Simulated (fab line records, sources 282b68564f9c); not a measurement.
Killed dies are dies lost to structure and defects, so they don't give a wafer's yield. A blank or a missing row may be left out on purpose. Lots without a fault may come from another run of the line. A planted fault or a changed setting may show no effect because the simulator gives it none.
Split-lot experiment | flow rit_cmos | 5 lots, 23 wafers read, on a route of 202 steps

THE SPLIT
At RIT_NLDD_COAT_01 (resist thk 1000 nm), the setting resist_thk_nm was moved away from the recipe's 1000 nm on 7 of the 23 wafers read, by -5.6% to +5.8%. The other wafers ran this setting at the recipe's value.

FROM THE SPLIT TO THE READING: what the file shows between them, 3 steps
- RIT_NLDD_SOFTBAKE_02: time 60 s
- RIT_NLDD_EXPOSE_03: exposes mask M7, target cd 40700 nm
- RIT_NLDD_DEVELOP_05: develop time 50 s

THE READING
NOVOLAK_of_NLDD_COAT_01.thk_nm (the simulator's own value, which no gauge read), in nm, at RIT_NLDD_HARDBAKE_07 (time 60 s). The file gives no usual value for it. The 16 wafers here that ran the recipe average 883.9 nm, standard deviation 3.4 nm.

wafer  | tool, chamber at the split | resist_thk_nm as run, nm | against the recipe | NOVOLAK_of_NLDD_COAT_01.thk_nm, nm | against lot-mates on the recipe
L077.1 | litho_track-01, 0          | 1000                     | recipe             | 886.4                              | -
L077.2 | litho_track-01, 0          | 1000                     | recipe             | 887.7                              | -
L077.4 | litho_track-01, 0          | 1000                     | recipe             | 888.4                              | -
L077.5 | litho_track-01, 0          | 1000                     | recipe             | 885.9                              | -
L077.6 | litho_track-01, 0          | 1000                     | recipe             | 884.4                              | -
L078.1 | litho_track-02, 0          | 1000                     | recipe             | 885.6                              | -
L078.2 | litho_track-02, 0          | 943.9                    | -5.6%              | 833.7                              | -53.2
L078.3 | litho_track-02, 0          | 943.9                    | -5.6%              | 836                                | -50.9
L078.5 | litho_track-02, 0          | 1000                     | recipe             | 888.2                              | -
L078.6 | litho_track-02, 0          | 943.9                    | -5.6%              | 837.3                              | -49.6
L079.1 | litho_track-02, 0          | 1000                     | recipe             | 884.8                              | -
L079.2 | litho_track-02, 0          | 1053                     | +5.3%              | 932.1                              | +46.7
L079.3 | litho_track-02, 0          | 1053                     | +5.3%              | 935                                | +49.6
L079.4 | litho_track-02, 0          | 1000                     | recipe             | 885.8                              | -
L079.6 | litho_track-02, 0          | 1000                     | recipe             | 885.5                              | -
L083.1 | litho_track-01, 0          | 1000                     | recipe             | 877.2                              | -
L083.2 | litho_track-01, 0          | 1000                     | recipe             | 882.8                              | -
L083.4 | litho_track-01, 0          | 1000                     | recipe             | 879.6                              | -
L085.1 | litho_track-01, 0          | 1058                     | +5.8%              | 932.2                              | +52.1
L085.2 | litho_track-01, 0          | 1000                     | recipe             | 879.3                              | -
L085.4 | litho_track-01, 0          | 1058                     | +5.8%              | 934.4                              | +54.3
L085.5 | litho_track-01, 0          | 1000                     | recipe             | 880.7                              | -
L085.6 | litho_track-01, 0          | 1000                     | recipe             | 880.4                              | -

THE FIT
A straight line over all 23 wafers: NOVOLAK_of_NLDD_COAT_01.thk_nm changes by +8.76 nm for each +1% of resist_thk_nm; r = +0.99; the points scatter about the line by 3.2 nm.
The same after taking each lot's own level away (the mean of its wafers on the recipe; 23 wafers): +9.13 nm for each +1%; r = +1.00; scatter 1.4 nm.
On that fit, the largest move of resist_thk_nm shifts the reading by 53 nm.
The lots' own levels span 879.87 to 886.90 nm, that is 2.1 times the standard deviation above.
So the lot-to-lot level changes the slope little: the two slopes agree.
Check: with one of the wafers moved furthest among these (+5.8%) left out of the fit, the line predicts +53.2 nm for it against its lot-mates. It came out at +52.1 nm against them.

THE WHOLE CHAIN: every reading that the file lists as answering this split, in the file's order
step                 | what it does       | reading                                                                         | change (the file's fit)              | r (the file's)
RIT_NLDD_COAT_01     | resist thk 1000 nm | NOVOLAK_of_NLDD_COAT_01.thk_nm (the simulator's own value, which no gauge read) | +10.4 nm for each +1% of the setting | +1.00
RIT_NLDD_HARDBAKE_07 | time 60 s          | NOVOLAK_of_NLDD_COAT_01.thk_nm (the simulator's own value, which no gauge read) | +9.13 nm for each +1% of the setting | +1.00

THE FILE'S OWN FIT
NOVOLAK_of_NLDD_COAT_01.thk_nm changes by +9.13 nm for each +1% of resist_thk_nm, r = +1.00.
